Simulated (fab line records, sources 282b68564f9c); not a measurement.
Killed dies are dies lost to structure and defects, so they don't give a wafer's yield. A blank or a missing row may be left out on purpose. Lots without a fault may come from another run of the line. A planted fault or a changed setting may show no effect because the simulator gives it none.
fab line records | flow rit_cmos
record lots=6 wafers=18 last_day=7
route steps=202 shown SDANNEAL@153 PSD@157 NSD@158 PLDD@159 NLDD@160 SILICIDE@161 CONTACT@168 M1@184
lots that met no fault: from a run of the same line without faults
start_h: hours from the record's first day to the start of the lot's first wafer shown | wait_h: hours since the lot's step before | " the same as in the row above | L1.1+2: a row that stands for several wafers | - no value, or no start given | * or withheld: withheld | < > ~ a bound
route shown NAME@n: a module of which the file shows steps, and the number in the route of the first | usual: mean/standard deviation of fault-free wafers | same: alike in all rows | chamber/n: place in a boat | sites: the reading at each site | _std_site: their standard deviation | _edge_site: outer sites' mean less inner sites' | radius_mm: how far each site lies from the wafer's centre | mask NAME#n: copy n | behind: the tool/chamber that last shaped the wafer | hold: why the lot was held/for how many hours/how that ended | device: the transistor (n, p or np) that didn't switch | end of line: the same wafers' tests at the end of the route | a step without rows: its recipe alone | killed: dies lost to structure and defects at the first sort, not the wafer's yield | map: a wafer's dies, x killed, . not, _ none there
set.NAME: the setting as run; set.NAME@STEP: as run at that earlier step | model.NAME: the simulator's own value behind a step, which no gauge read
lots at some steps of the route; a table a step, a row a wafer
services: from which hour (start_h, from the record's first day; less than 0 if before it) a tool's chamber was out of use, for how many hours, and why
## steps
# step RIT_SDANNEAL_CLEAN_00
# recipe chemistry=SC1 mix=3:3:50 time_s=600 temp_c=75
# step RIT_SDANNEAL_CLEAN_01
# recipe chemistry=dHF dilution=50:1 time_s=30
# step RIT_SDANNEAL_CLEAN_02
# recipe chemistry=SC2 mix=3:3:50 time_s=600 temp_c=75 dry=n2_spin
# step RIT_SDANNEAL_RTA_03
# recipe temp_c=1050 time_s=5 idle_temp_c=600 ramp_up_c_per_s=342 ramp_down_c_per_s=171 cool_to_c=600 ambient=N2
# step RIT_SDANNEAL_RS_MEAS_04
# recipe thk_meas_gauge=four-point-probe
# usual PSD_RS=115.7/0.31
# columns lot.wafer tool chamber start_h wait_h PSD_RS[ohm/sq]
L765.1 film_metro-02 - 89.84 0.0 115.3
L765.2 " - " " 115.7
L765.4 " - " " 115.7
L768.1 film_metro-02 - 104.99 0.0 116.1
L768.3 " - " " 115.9
L768.5 " - " " 115.8
L773.1 film_metro-03 - 129.49 0.0 115.8
L773.2 " - " " 115.3
L773.5 " - " " 115.4
L775.2 film_metro-02 - 139.51 0.1 115.8
L775.5 " - " " 115.7
L775.6 " - " " 115.8
L778.2 film_metro-03 - 155.05 0.1 115.4
L778.5 " - " " 115.6
L778.6 " - " " 115.8
L780.3 film_metro-02 - 164.82 0.1 115.5
L780.5 " - " " 115.5
L780.6 " - " " 115.3
# step RIT_SDANNEAL_RS_MEAS_05
# recipe thk_meas_gauge=four-point-probe
# usual NSD_RS=84.48/0.27
# columns lot.wafer tool chamber start_h wait_h NSD_RS[ohm/sq]
L765.1 film_metro-02 - 89.96 0.1 84.51
L765.2 " - " " 84.76
L765.4 " - " " 84.58
L768.1 film_metro-02 - 105.11 0.1 84.48
L768.3 " - " " 84.21
L768.5 " - " " 84.20
L773.1 film_metro-03 - 129.61 0.1 84.40
L773.2 " - " " 84.11
L773.5 " - " " 84.29
L775.2 film_metro-02 - 139.63 0.1 84.67
L775.5 " - " " 84.14
L775.6 " - " " 83.97
L778.2 film_metro-03 - 155.17 0.1 84.91
L778.5 " - " " 84.36
L778.6 " - " " 84.74
L780.3 film_metro-02 - 164.94 0.1 84.56
L780.5 " - " " 84.17
L780.6 " - " " 84.37
# step RIT_SDANNEAL_RS_MEAS_06
# recipe thk_meas_gauge=four-point-probe
# usual PLDD_RS=178.3/0.51
# columns lot.wafer tool chamber start_h wait_h PLDD_RS[ohm/sq]
L765.1 film_metro-02 - 90.08 0.1 178.6
L765.2 " - " " 178.8
L765.4 " - " " 178.2
L768.1 film_metro-02 - 105.23 0.1 178.2
L768.3 " - " " 178.2
L768.5 " - " " 177.9
L773.1 film_metro-03 - 129.73 0.1 178.8
L773.2 " - " " 178.3
L773.5 " - " " 178.3
L775.2 film_metro-02 - 139.75 0.1 178.7
L775.5 " - " " 178.2
L775.6 " - " " 178.1
L778.2 film_metro-03 - 155.29 0.1 177.7
L778.5 " - " " 178.0
L778.6 " - " " 178.3
L780.3 film_metro-02 - 165.06 0.1 177.7
L780.5 " - " " 177.9
L780.6 " - " " 177.2
# step RIT_SDANNEAL_RS_MEAS_07
# recipe thk_meas_gauge=four-point-probe
# usual NLDD_RS=151.4/0.56
# columns lot.wafer tool chamber start_h wait_h NLDD_RS[ohm/sq]
L765.1 film_metro-02 - 90.20 0.1 150.3
L765.2 " - " " 150.7
L765.4 " - " " 150.5
L768.1 film_metro-02 - 105.35 0.1 152.3
L768.3 " - " " 152.3
L768.5 " - " " 151.8
L773.1 film_metro-03 - 129.85 0.1 151.4
L773.2 " - " " 151.1
L773.5 " - " " 150.9
L775.2 film_metro-02 - 139.87 0.1 151.2
L775.5 " - " " 150.9
L775.6 " - " " 151.1
L778.2 film_metro-03 - 155.41 0.1 150.8
L778.5 " - " " 150.8
L778.6 " - " " 150.5
L780.3 film_metro-02 - 165.18 0.1 152.2
L780.5 " - " " 151.8
L780.6 " - " " 151.6
# step RIT_SILICIDE_WET_ETCH_00
# recipe chemistry=BOE target=SiO2 target_depth_nm=14 time_s=15 dry=n2_spin dilution=10:1 temp_c=21.5
# step RIT_SILICIDE_SPUTTER_01
# recipe material=Ti target_thk_nm=30 power_w=350 chamber_pressure_pa=0.667 gas=Ar time_s=240 substrate_temp_c=25
# usual throttle_valve_pct=29.7/0.83
# columns lot.wafer tool chamber start_h wait_h throttle_valve_pct
L765.1 pvd_sputter-02 - 90.33 0.0 30.1
L765.2 " - " " 28.3
L765.4 " - " " 29.9
L768.1 pvd_sputter-01 - 105.48 0.0 30.6
L768.3 " - " " 28.8
L768.5 " - " " 30.6
L773.1 pvd_sputter-02 - 129.99 0.0 29.8
L773.2 " - " " 30.2
L773.5 " - " " 31.2
L775.2 pvd_sputter-02 - 139.98 0.0 29.6
L775.5 " - " " 27.9
L775.6 " - " " 29.6
L778.2 pvd_sputter-03 - 155.52 0.0 29.6
L778.5 " - " " 29.3
L778.6 " - " " 30.8
L780.3 pvd_sputter-03 - 165.27 0.0 30.8
L780.5 " - " " 29.7
L780.6 " - " " 29.8
# step RIT_SILICIDE_RS_MEAS_02
# recipe thk_meas_gauge=four-point-probe reads=Ti_of_SILICIDE_SPUTTER_01
# usual SILICIDE_TI_RS=47.7/0.63
# columns lot.wafer tool chamber start_h wait_h SILICIDE_TI_RS[ohm/sq]
L765.1 film_metro-03 - 90.48 0.1 47.8
L765.2 " - " " 47.7
L765.4 " - " " 47.7
L768.1 film_metro-03 - 105.63 0.1 48.4
L768.3 " - " " 48.4
L768.5 " - " " 48.5
L773.1 film_metro-04 - 130.14 0.1 47.1
L773.2 " - " " 47.5
L773.5 " - " " 46.9
L775.2 film_metro-04 - 140.15 0.1 47.1
L775.5 " - " " 47.0
L775.6 " - " " 47.1
L778.2 film_metro-01 - 155.69 0.1 47.4
L778.5 " - " " 47.8
L778.6 " - " " 47.1
L780.3 film_metro-04 - 165.46 0.1 47.0
L780.5 " - " " 47.6
L780.6 " - " " 47.5
# step RIT_SILICIDE_THK_MEAS_03
# recipe thk_meas_gauge=xrf reads=Ti_of_SILICIDE_SPUTTER_01
# usual SILICIDE_TI_THK=30.6/0.34
# columns lot.wafer tool chamber start_h wait_h SILICIDE_TI_THK[nm]
L765.1 film_metro-03 - 90.60 0.1 30.6
L765.2 " - " " 30.8
L765.4 " - " " 30.7
L768.1 film_metro-03 - 105.75 0.1 30.5
L768.3 " - " " 30.3
L768.5 " - " " 30.4
L773.1 film_metro-04 - 130.26 0.1 30.8
L773.2 " - " " 30.6
L773.5 " - " " 30.9
L775.2 film_metro-04 - 140.26 0.1 30.9
L775.5 " - " " 30.8
L775.6 " - " " 30.9
L778.2 film_metro-01 - 155.80 0.1 30.8
L778.5 " - " " 30.5
L778.6 " - " " 30.8
L780.3 film_metro-04 - 165.56 0.1 30.9
L780.5 " - " " 30.7
L780.6 " - " " 30.7
# step RIT_SILICIDE_RTA_04
# recipe temp_c=650 time_s=10 idle_temp_c=25 ramp_up_s=5 ramp_down_s=5 cool_to_c=25 ambient=N2
# usual wafer_temp_C_max=653.0/1.2
# columns lot.wafer tool chamber start_h wait_h wafer_temp_C_max
L765.1 rtp_anneal-02 0 90.66 0.1 652.8
L765.2 " 0 " " 654.5
L765.4 " 0 " " 655.0
L768.1 rtp_anneal-01 0 105.81 0.1 652.3
L768.3 " 0 " " 651.6
L768.5 " 0 " " 652.3
L773.1 rtp_anneal-02 0 130.32 0.1 653.6
L773.2 " 0 " " 653.2
L773.5 " 0 " " 653.8
L775.2 rtp_anneal-02 0 140.32 0.1 653.2
L775.5 " 0 " " 654.2
L775.6 " 0 " " 654.5
L778.2 rtp_anneal-01 0 155.86 0.1 651.9
L778.5 " 0 " " 652.1
L778.6 " 0 " " 652.4
L780.3 rtp_anneal-01 0 165.62 0.1 651.7
L780.5 " 0 " " 652.2
L780.6 " 0 " " 651.8
# step RIT_SILICIDE_WET_ETCH_05
# recipe chemistry=SPM target=Ti temp_c=90 time_s=120 dry=n2_spin
# step RIT_SILICIDE_RTA_06
# recipe temp_c=750 time_s=10 idle_temp_c=25 ramp_up_s=5 ramp_down_s=10 cool_to_c=25 ambient=N2
# step RIT_CONTACT_CVD_00
# recipe material=SiO2 target_thk_nm=400 precursor=TEOS temp_c=390 time_s=61 rf_w=400
# usual heater_power_w=300/44
# columns lot.wafer tool chamber start_h wait_h heater_power_w since_wet_clean_h
L765.1 pecvd-04 0 90.84 0.1 208 1427
L765.2 " 2 " " 269 1427
L765.4 " 0 " " 223 -
L768.1 pecvd-04 0 105.99 0.1 270 1442
L768.3 " 1 " " 363 1442
L768.5 " 1 " " 378 -
L773.1 pecvd-03 0 130.49 0.1 309 1076
L773.2 " 1 " " 280 1076
L773.5 " 2 " " 235 -
L775.2 pecvd-01 0 140.49 0.0 272 291
L775.5 " 1 " " 313 -
L775.6 " 0 " " 280 -
L778.2 pecvd-01 2 156.10 0.1 301 307
L778.5 " 0 " " 238 -
L778.6 " 1 " " 266 -
L780.3 pecvd-04 2 165.77 0.0 285 1502
L780.5 " 0 " " 248 -
L780.6 " 2 " " 298 -
# step RIT_CONTACT_THK_MEAS_01
# recipe reads=SiO2_of_CONTACT_CVD_00
# usual CONTACT_TEOS_THK=398/5.7
# columns lot.wafer tool chamber start_h wait_h CONTACT_TEOS_THK[nm]
L765.1 film_metro-04 - 90.89 0.0 407
L765.2 " - " " 396
L765.4 " - " " 409
L768.1 film_metro-02 - 106.04 0.0 398
L768.3 " - " " 396
L768.5 " - " " 400
L773.1 film_metro-03 - 130.54 0.0 391
L773.2 " - " " 389
L773.5 " - " " 398
L775.2 film_metro-02 - 140.55 0.0 395
L775.5 " - " " 402
L775.6 " - " " 403
L778.2 film_metro-03 - 156.16 0.0 401
L778.5 " - " " 402
L778.6 " - " " 402
L780.3 film_metro-03 - 165.85 0.0 396
L780.5 " - " " 402
L780.6 " - " " 408
# step RIT_CONTACT_HMDS_02
# recipe prime_time_s=60 prime_temp_c=140
# step RIT_CONTACT_COAT_03
# recipe resist=NOVOLAK spin_rpm=3250 resist_thk_nm=1000
# step RIT_CONTACT_SOFTBAKE_04
# recipe resist=NOVOLAK temp_c=90 time_s=60
# step RIT_CONTACT_EXPOSE_05
# recipe mask_id=M11 na=0.6 source_shape=conventional sigma_outer=0.5 target_cd_nm=1000 dose_mj=250
# step RIT_CONTACT_PEB_06
# recipe resist=NOVOLAK temp_c=withheld time_s=withheld
# step RIT_CONTACT_DEVELOP_07
# recipe resist=NOVOLAK develop_time_s=120 dev_temp_c=23
# step RIT_CONTACT_CD_MEAS_08
# recipe target_cd_nm=1000
# usual cd_nm=998.9/2.5
# columns lot.wafer tool chamber start_h wait_h cd_nm
L765.1 cd_sem-01 - 92.04 - 997.7
L765.2 " - " " 998.2
L765.4 " - " " 999.4
L768.1 cd_sem-02 - 107.06 - 997.8
L768.3 " - " " 999.7
L768.5 " - " " 997.4
L773.1 cd_sem-02 - 131.74 - 1000.2
L773.2 " - " " 996.4
L773.5 " - " " 998.0
L775.2 cd_sem-02 - 141.59 - 998.9
L775.5 " - " " 997.4
L775.6 " - " " 999.4
L778.2 cd_sem-01 - 157.26 - 999.0
L778.5 " - " " 999.9
L778.6 " - " " 999.8
L780.3 cd_sem-02 - 166.97 - 1002.8
L780.5 " - " " 1000.2
L780.6 " - " " 1001.4
# step RIT_CONTACT_OVL_MEAS_09
# usual CONTACT_OVL=-1.2/1.5
# columns lot.wafer tool chamber start_h wait_h CONTACT_OVL[nm]
L765.1 overlay-02 - 92.16 0.1 -1.4
L765.2 " - " " -0.6
L765.4 " - " " -3.0
L768.1 overlay-02 - 107.18 0.1 -3.7
L768.3 " - " " -4.7
L768.5 " - " " -3.0
L773.1 overlay-02 - 131.86 0.1 -2.8
L773.2 " - " " -3.5
L773.5 " - " " -4.5
L775.2 overlay-01 - 141.69 0.1 -1.2
L775.5 " - " " -2.0
L775.6 " - " " 0.4
L778.2 overlay-01 - 157.37 0.1 0.0
L778.5 " - " " 1.6
L778.6 " - " " 0.7
L780.3 overlay-01 - 167.06 0.1 0.5
L780.5 " - " " 0.0
L780.6 " - " " 0.4
# step RIT_CONTACT_HARDBAKE_10
# recipe resist=NOVOLAK temp_c=140 time_s=60
# step RIT_CONTACT_ETCH_11
# recipe target_depth_a=4800 over_etch_frac=0.2 stop_on=TiSi2 chemistry=CHF3/CF4/Ar target=SiO2 CHF3_flow_sccm=50 cf4_flow_sccm=10 Ar_flow_sccm=100 O2_flow_sccm=5 pressure_mtorr=100 rf_w=200 time_s=320
# usual CHF3_flow_sccm=49.98/0.14 drypump_motor_current_A=5.6/0.41 oes_product_au=0.991/0.012 throttle_valve_pct=8.89/0.17
# columns lot.wafer tool chamber start_h wait_h CHF3_flow_sccm drypump_motor_current_A oes_product_au rf_hours_counter_h throttle_valve_pct
L765.1 rie_diel-04 0 92.52 0.1 50.23 4.8 0.984 36 8.64
L765.2 " 3 " " 49.98 5.8 0.990 57 9.01
L765.4 " 1 " " 50.17 6.0 0.974 92 9.07
L768.1 rie_diel-03 1 107.37 0.1 50.29 5.8 1.013 91 8.87
L768.3 " 0 " " 50.10 5.2 0.989 65 9.13
L768.5 " 2 " " 49.94 5.6 0.978 - 8.62
L773.1 rie_diel-01 2 132.05 0.1 49.87 5.8 0.989 19 9.00
L773.2 " 1 " " 50.22 5.7 0.980 92 8.78
L773.5 " 3 " " 49.80 5.2 0.993 - 9.11
L775.2 rie_diel-03 2 141.87 0.1 49.88 5.6 0.985 57 8.63
L775.5 " 0 " " 49.86 5.2 0.989 - 9.13
L775.6 " 1 " " 49.87 5.9 1.027 - 8.87
L778.2 rie_diel-03 1 157.55 0.1 49.85 5.8 1.021 93 8.87
L778.5 " 3 " " 49.93 6.3 0.982 - 8.85
L778.6 " 0 " " 49.93 5.1 0.991 - 9.12
L780.3 rie_diel-01 2 167.34 0.1 50.01 5.8 0.982 20 9.02
L780.5 " 1 " " 49.92 5.8 0.979 - 8.79
L780.6 " 0 " " 49.76 6.0 0.992 - 8.74
# step RIT_CONTACT_STRIP_12
# recipe chemistry=O2 time_s=180 resist=NOVOLAK platen_temp_c=withheld power_w=500 pressure_mtorr=4000 o2_flow_sccm=4000
# usual drypump_motor_current_A=6.21/0.29
# columns lot.wafer tool chamber start_h wait_h drypump_motor_current_A rf_hours_counter_h
L765.1 plasma_asher-02 1 92.71 0.1 6.31 43
L765.2 " 0 " " 6.36 43
L765.4 " 1 " " 6.33 -
L768.1 plasma_asher-02 0 107.56 0.1 6.35 45
L768.3 " 0 " " 6.37 -
L768.5 " 0 " " 6.39 -
L773.1 plasma_asher-03 1 132.25 0.1 5.66 35
L773.2 " 0 " " 5.73 35
L773.5 " 1 " " 5.65 -
L775.2 plasma_asher-02 0 142.07 0.1 6.37 49
L775.5 " 1 " " 6.31 -
L775.6 " 0 " " 6.40 -
L778.2 plasma_asher-04 1 157.74 0.1 6.13 5
L778.5 " 1 " " 6.14 -
L778.6 " 0 " " 6.58 -
L780.3 plasma_asher-02 1 167.59 0.2 6.31 -
L780.5 " 1 " " 6.31 -
L780.6 " 0 " " 6.37 -
# step RIT_CONTACT_CD_MEAS_90
# recipe target_cd_nm=1000
# usual cd_nm=998.8/2.5
# columns lot.wafer tool chamber start_h wait_h cd_nm
L765.1 cd_sem-01 - 92.89 0.1 997.2
L765.2 " - " " 998.6
L765.4 " - " " 999.2
L768.1 cd_sem-02 - 107.74 0.1 997.6
L768.3 " - " " 999.8
L768.5 " - " " 997.7
L773.1 cd_sem-02 - 132.42 0.1 999.9
L773.2 " - " " 996.8
L773.5 " - " " 998.3
L775.2 cd_sem-02 - 142.26 0.1 998.8
L775.5 " - " " 996.9
L775.6 " - " " 999.7
L778.2 cd_sem-02 - 157.94 0.1 999.2
L778.5 " - " " 999.7
L778.6 " - " " 999.6
L780.3 cd_sem-01 - 167.75 0.1 1002.3
L780.5 " - " " 1000.7
L780.6 " - " " 1001.2
# step RIT_CONTACT_CLEAN_13
# recipe chemistry=SC1 mix=3:3:50 time_s=600 temp_c=75
# step RIT_CONTACT_CLEAN_14
# recipe chemistry=SC2 mix=3:3:50 time_s=600 temp_c=75 dry=n2_spin
# step RIT_M1_SPUTTER_00
# recipe material=Al target_thk_nm=400 power_w=2000 chamber_pressure_pa=0.4 gas=Ar time_s=500 substrate_temp_c=25
# usual throttle_valve_pct=30.1/0.8
# columns lot.wafer tool chamber start_h wait_h throttle_valve_pct
L765.1 pvd_sputter-04 - 93.37 0.0 30.1
L765.2 " - " " 29.7
L765.4 " - " " 29.5
L768.1 pvd_sputter-03 - 108.24 0.0 29.1
L768.3 " - " " 30.9
L768.5 " - " " 29.2
L773.1 pvd_sputter-01 - 132.89 0.0 30.8
L773.2 " - " " 29.3
L773.5 " - " " 30.7
L775.2 pvd_sputter-01 - 142.71 0.0 29.9
L775.5 " - " " 30.2
L775.6 " - " " 29.8
L778.2 pvd_sputter-04 - 158.39 0.0 29.6
L778.5 " - " " 31.0
L778.6 " - " " 31.4
L780.3 pvd_sputter-04 - 168.21 0.0 29.8
L780.5 " - " " 31.2
L780.6 " - " " 29.8
# step RIT_M1_RS_MEAS_01
# recipe thk_meas_gauge=four-point-probe reads=Al_of_M1_SPUTTER_00
# usual M1_AL_RS=0.0734/0.00073
# columns lot.wafer tool chamber start_h wait_h M1_AL_RS[ohm/sq]
L765.1 film_metro-01 - 93.67 0.1 0.0721
L765.2 " - " " 0.0728
L765.4 " - " " 0.0725
L768.1 film_metro-03 - 108.54 0.1 0.0741
L768.3 " - " " 0.0749
L768.5 " - " " 0.0739
L773.1 film_metro-03 - 133.18 0.1 0.0732
L773.2 " - " " 0.0735
L773.5 " - " " 0.0725
L775.2 film_metro-03 - 143.03 0.2 0.0733
L775.5 " - " " 0.0731
L775.6 " - " " 0.0735
L778.2 film_metro-03 - 158.70 0.2 0.0724
L778.5 " - " " 0.0717
L778.6 " - " " 0.0722
L780.3 film_metro-02 - 168.55 0.2 0.0727
L780.5 " - " " 0.0727
L780.6 " - " " 0.0724
# step RIT_M1_THK_MEAS_02
# recipe thk_meas_gauge=xrf reads=Al_of_M1_SPUTTER_00
# usual M1_AL_THK=400/3.9
# columns lot.wafer tool chamber start_h wait_h M1_AL_THK[nm]
L765.1 film_metro-01 - 93.79 0.1 407
L765.2 " - " " 405
L765.4 " - " " 404
L768.1 film_metro-03 - 108.66 0.1 401
L768.3 " - " " 395
L768.5 " - " " 397
L773.1 film_metro-03 - 133.30 0.1 403
L773.2 " - " " 401
L773.5 " - " " 407
L775.2 film_metro-03 - 143.14 0.1 402
L775.5 " - " " 403
L775.6 " - " " 400
L778.2 film_metro-03 - 158.81 0.1 405
L778.5 " - " " 408
L778.6 " - " " 404
L780.3 film_metro-02 - 168.65 0.1 401
L780.5 " - " " 402
L780.6 " - " " 403
# step RIT_M1_HMDS_03
# recipe prime_time_s=60 prime_temp_c=140
# step RIT_M1_COAT_04
# recipe resist=NOVOLAK spin_rpm=2000 resist_thk_nm=1300
# step RIT_M1_SOFTBAKE_05
# recipe resist=NOVOLAK temp_c=90 time_s=60
# step RIT_M1_EXPOSE_06
# recipe mask_id=M12 na=0.6 source_shape=conventional sigma_outer=0.5 target_cd_nm=2600 dose_mj=250
# step RIT_M1_PEB_07
# recipe resist=NOVOLAK temp_c=withheld time_s=withheld
# step RIT_M1_DEVELOP_08
# recipe resist=NOVOLAK develop_time_s=68 dev_temp_c=23
# step RIT_M1_CD_MEAS_09
# recipe target_cd_nm=2600
# usual cd_nm=2600.6/2.3
# columns lot.wafer tool chamber start_h wait_h cd_nm
L765.1 cd_sem-02 - 94.85 - 2602.7
L765.2 " - " " 2600.6
L765.4 " - " " 2600.6
L768.1 cd_sem-02 - 109.60 - 2595.0
L768.3 " - " " 2596.4
L768.5 " - " " 2597.9
L773.1 cd_sem-01 - 134.37 - 2598.1
L773.2 " - " " 2599.5
L773.5 " - " " 2597.0
L775.2 cd_sem-01 - 144.09 - 2601.0
L775.5 " - " " 2599.8
L775.6 " - " " 2599.3
L778.2 cd_sem-02 - 159.76 - 2597.3
L778.5 " - " " 2597.6
L778.6 " - " " 2598.2
L780.3 cd_sem-01 - 169.79 - 2602.1
L780.5 " - " " 2604.9
L780.6 " - " " 2605.5
# step RIT_M1_OVL_MEAS_10
# usual M1_OVL=-0.2/1.4
# columns lot.wafer tool chamber start_h wait_h M1_OVL[nm]
L765.1 overlay-01 - 94.97 0.1 -1.9
L765.2 " - " " -0.9
L765.4 " - " " -0.6
L768.1 overlay-02 - 109.72 0.1 -3.6
L768.3 " - " " 0.1
L768.5 " - " " -0.6
L773.1 overlay-01 - 134.49 0.1 0.0
L773.2 " - " " 0.6
L773.5 " - " " -1.1
L775.2 overlay-02 - 144.19 0.1 0.7
L775.5 " - " " 0.2
L775.6 " - " " -0.6
L778.2 overlay-02 - 159.87 0.1 1.1
L778.5 " - " " -0.2
L778.6 " - " " 0.1
L780.3 overlay-01 - 169.88 0.1 -2.0
L780.5 " - " " 0.5
L780.6 " - " " -1.5
# step RIT_M1_PROBE_99
# usual killed_at_contacts=0.0/0.22 killed_at_front_end=7/3.2 killed_dies=7/3.2 killed_open=3.2/2.1 killed_short=3.5/2.2
# same gross_dies=264 killed_at_M0_to_M3=0 killed_at_M4_up=0 killed_at_back_side=0 killed_at_other=0
# columns lot.wafer tool chamber start_h wait_h killed_at_contacts killed_at_front_end killed_dies killed_open killed_short model.etest.contact_nplus.end_ohm_um model.etest.contact_pplus.end_ohm_um model.etest.npoly_line.rs_ohm_sq model.etest.ppoly_line.rs_ohm_sq model.etest.npoly_sal.rs_ohm_sq model.etest.ppoly_sal.rs_ohm_sq model.etest.pplus_sal.rs_ohm_sq model.etest.nplus_sal.rs_ohm_sq
L765.1 prober-02 - 97.62 0.1 0 9 9 7 2 42.1 43.48 16.9 16.37 4.322 4.267 4.307 4.242
L765.2 prober-02 - 97.67 0.1 0 8 8 5 3 43.34 43.3 16.87 16.4 4.314 4.312 4.279 4.278
L765.4 prober-02 - 97.77 0.2 0 7 7 3 4 41.93 43.54 16.83 16.42 4.302 4.299 4.279 4.227
L768.1 prober-01 - 113.47 0.1 0 8 8 3 5 39.75 43.67 17.14 16.58 4.412 4.346 4.361 4.317
L768.3 prober-01 - 113.57 0.2 0 8 8 4 4 40.26 43.83 17.02 16.5 4.409 4.353 4.352 4.323
L768.5 prober-01 - 113.67 0.2 0 7 7 0 7 40.45 43.08 17.08 16.52 4.429 4.372 4.37 4.396
L773.1 prober-02 - 137.03 0.1 0 6 6 4 2 40.52 42.39 17.62 16.95 4.554 4.457 4.462 4.474
L773.2 prober-02 - 137.08 0.1 0 8 8 5 3 40.1 42 17.61 17.02 4.569 4.47 4.493 4.504
L773.5 prober-02 - 137.23 0.2 0 10 10 8 2 41.11 42.15 17.59 17.02 4.545 4.511 4.486 4.477
L775.2 prober-02 - 146.78 0.1 0 3 3 2 1 40.28 43.23 17.57 16.9 4.575 4.483 4.49 4.486
L775.5 prober-02 - 146.93 0.2 0 7 7 1 6 38.92 42.74 17.57 16.93 4.508 4.457 4.487 4.464
L775.6 prober-02 - 146.98 0.2 0 5 5 3 2 41.14 43.47 17.58 17.16 4.501 4.483 4.495 4.489
L778.2 prober-01 - 162.45 0.1 1 5 6 3 3 42.61 44.41 16.83 16.38 4.309 4.253 4.293 4.273
L778.5 prober-01 - 162.60 0.2 0 5 5 1 4 41.22 44.46 16.99 16.5 4.339 4.315 4.295 4.277
L778.6 prober-01 - 162.65 0.2 0 6 6 3 3 42.71 43.47 16.75 16.28 4.302 4.261 4.256 4.239
L780.3 prober-01 - 173.70 0.2 0 8 8 5 3 41.92 46.63 16.91 16.36 4.338 4.301 4.284 4.261
L780.5 prober-01 - 173.80 0.2 0 2 2 0 2 41.2 46.06 17.04 16.41 4.352 4.304 4.322 4.295
L780.6 prober-01 - 173.85 0.2 0 4 4 1 3 40.83 46.25 17.04 16.46 4.36 4.316 4.337 4.318
# killed by level:class
L765.1 GATE:geometric_particle:open=4 SPACER:geometric_particle:open=2 GATE:geometric_particle:short=1 REOX:geometric_particle:open=1 SPACER:geometric_particle:short=1
L765.2 GATE:geometric_particle:open=3 GATE:geometric_particle:short=2 REOX:geometric_particle:open=1 REOX:geometric_particle:short=1 SPACER:geometric_particle:open=1
L765.4 REOX:geometric_particle:short=2 FOX1:geometric_particle:short=1 GATE:geometric_particle:short=1 GATE:geometric_particle:open=1 SPACER:geometric_particle:open=1 SILICIDE:geometric_particle:open=1
L768.1 FOX1:geometric_particle:short=2 GATE:geometric_particle:short=2 GATE:geometric_particle:open=1 REOX:geometric_particle:open=1 SPACER:geometric_particle:open=1 SILICIDE:geometric_particle:short=1
L768.3 FOX1:geometric_particle:open=2 GATE:geometric_particle:short=2 FOX1:geometric_particle:short=1 GATE:geometric_particle:open=1 REOX:geometric_particle:open=1 SPACER:geometric_particle:short=1
L768.5 FOX2:geometric_particle:short=2 SPACER:geometric_particle:short=2 GATE:geometric_particle:short=1 REOX:geometric_particle:short=1 SILICIDE:geometric_particle:short=1
L773.1 GATE:geometric_particle:open=2 GATE:geometric_particle:short=2 SILICIDE:geometric_particle:open=2
L773.2 GATE:geometric_particle:open=4 GATE:geometric_particle:short=3 SPACER:geometric_particle:open=1
L773.5 GATE:geometric_particle:open=5 SPACER:geometric_particle:open=2 ACTIVE:geometric_particle:open=1 GATE:geometric_particle:short=1 SPACER:geometric_particle:short=1
L775.2 FOX2:geometric_particle:short=1 FOX2:geometric_particle:open=1 GATE:geometric_particle:open=1
L775.5 GATE:geometric_particle:short=3 SILICIDE:geometric_particle:short=2 FOX2:geometric_particle:open=1 FOX2:geometric_particle:short=1
L775.6 FOX1:geometric_particle:open=1 FOX1:geometric_particle:short=1 GATE:geometric_particle:short=1 GATE:geometric_particle:open=1 SILICIDE:geometric_particle:open=1
L778.2 FOX1:geometric_particle:short=1 FOX2:geometric_particle:short=1 GATE:geometric_particle:open=1 SPACER:geometric_particle:short=1 SILICIDE:geometric_particle:open=1 CONTACT:geometric_particle:open=1
L778.5 SILICIDE:geometric_particle:short=2 FOX2:geometric_particle:short=1 GATE:geometric_particle:short=1 SILICIDE:geometric_particle:open=1
L778.6 GATE:geometric_particle:open=3 SPACER:geometric_particle:short=3
L780.3 GATE:geometric_particle:short=2 REOX:geometric_particle:open=2 SPACER:geometric_particle:open=2 GATE:geometric_particle:open=1 SILICIDE:geometric_particle:short=1
L780.5 GATE:geometric_particle:short=2
L780.6 GATE:geometric_particle:short=2 GATE:geometric_particle:open=1 REOX:geometric_particle:short=1
## services
# columns tool chamber start_h hours kind
rie_diel-03 3 99.23 - clean
rie_diel-03 3 99.23 21.1 scheduled_down
rie_diel-03 3 99.23 21.1 vent_cycle
plasma_asher-04 - 108.75 9.0 pm
plasma_asher-04 0 108.75 9.0 vent_cycle
plasma_asher-04 1 108.75 9.0 vent_cycle
rie_diel-04 - 112.47 14.6 pm
pecvd-01 0 114.05 6.9 repair
plasma_asher-04 0 117.75 - clean
plasma_asher-04 1 117.75 - clean
pvd_sputter-04 - 121.44 1.5 repair
rie_diel-03 3 129.09 17.9 repair
rie_diel-04 0 131.56 10.0 repair
rie_diel-01 2 142.09 3.5 repair
pecvd-04 0 154.90 1.9 repair
## key
first_sign none at tools or gauges
model_effect step=RIT_M1_PROBE_99 value=etest.contact_nplus.end_ohm_um without=42.45 struck=40.35
met_at RIT_SILICIDE_RTA_04
struck_wafers L773.1,L773.2,L773.5,L775.2,L775.5,L775.6
tester_left_out L773,L775
onset_between 90.66 130.32
also_fits RIT_SILICIDE_SPUTTER_01:pvd_sputter-02,RIT_M1_SPUTTER_00:pvd_sputter-01
fault kind=process_parameter_drift tool=rtp_anneal-02 chamber=- onset_h=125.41 steps=RIT_SILICIDE_RTA_04 channel=time_s offset=* shape=step end_h=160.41 acts_in=* stated=*
# tester_left_out: of these lots the tester's yield and bins aren't shown, on N5 and GAA mostly nor the transistor test; their killed dies are dies lost to structure and defects alone, not to doping, threshold or leakage, so they don't give the yield
